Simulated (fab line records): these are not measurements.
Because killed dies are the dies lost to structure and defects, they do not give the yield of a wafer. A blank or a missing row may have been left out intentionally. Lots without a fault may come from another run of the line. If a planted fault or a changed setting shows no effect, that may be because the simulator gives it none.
The tool behind it: which one? + flow rit_cmos + 6 lots, 18 wafers sampled, at 2 steps of a route of 202

WHAT THE GAUGES SHOWED, per wafer
RIT_SILICIDE_RS_MEAS_02: measurement is done with a four-point probe.
| lot  | measured    | on            | SILICIDE_TI_RS (ohm/sq) |
|------|-------------|---------------|-------------------------|
| L532 | day 4 01:12 | film_metro-01 | 51.0 50.9 50.4          |
| L534 | day 4 10:33 | film_metro-02 | 49.7 49.4 49.8          |
| L536 | day 4 19:07 | film_metro-01 | 49.1 50.3 50.2          |
| L539 | day 5 11:01 | film_metro-04 | 49.6 50.5 49.9          |
| L541 | day 5 18:28 | film_metro-02 | 50.6 50.9 50.2          |
| L548 | day 7 06:38 | film_metro-01 | 49.5 49.1 49.6          |

WHAT TOOL EACH LOT RAN ON (gives the tool, then ch and the chambers of the sampled wafers, and finally the start)
| lot  | RIT_SILICIDE_SPUTTER_01     |
|------|-----------------------------|
| L532 | pvd_sputter-04, day 4 01:03 |
| L534 | pvd_sputter-04, day 4 10:24 |
| L536 | pvd_sputter-04, day 4 18:56 |
| L539 | pvd_sputter-02, day 5 10:49 |
| L541 | pvd_sputter-04, day 5 18:19 |
| L548 | pvd_sputter-03, day 7 06:29 |
- RIT_SILICIDE_SPUTTER_01: material Ti, target thk 30 nm, time 240 s.

THE ANSWER, worked out from the rows above alone
Rule: what is usual is taken from the lots themselves. Put in order of their means at a reading, lots are off if they are a third of the lots or fewer, leave a main group of 4 or more, and stand apart from it by a gap of 3 or more times the standard deviation of the main group's means; of several such gaps the widest counts. Not used: any main group whose means are identical at the precision the tables above print for the reading. Also off: a lot with no number at a reading for which 4 or more lots have one. All remaining lots with rows at the step are treated as sound.
No lot is off on any of the readings shown, so nothing can be concluded from this.

WHAT THE SIMULATOR PUT IN
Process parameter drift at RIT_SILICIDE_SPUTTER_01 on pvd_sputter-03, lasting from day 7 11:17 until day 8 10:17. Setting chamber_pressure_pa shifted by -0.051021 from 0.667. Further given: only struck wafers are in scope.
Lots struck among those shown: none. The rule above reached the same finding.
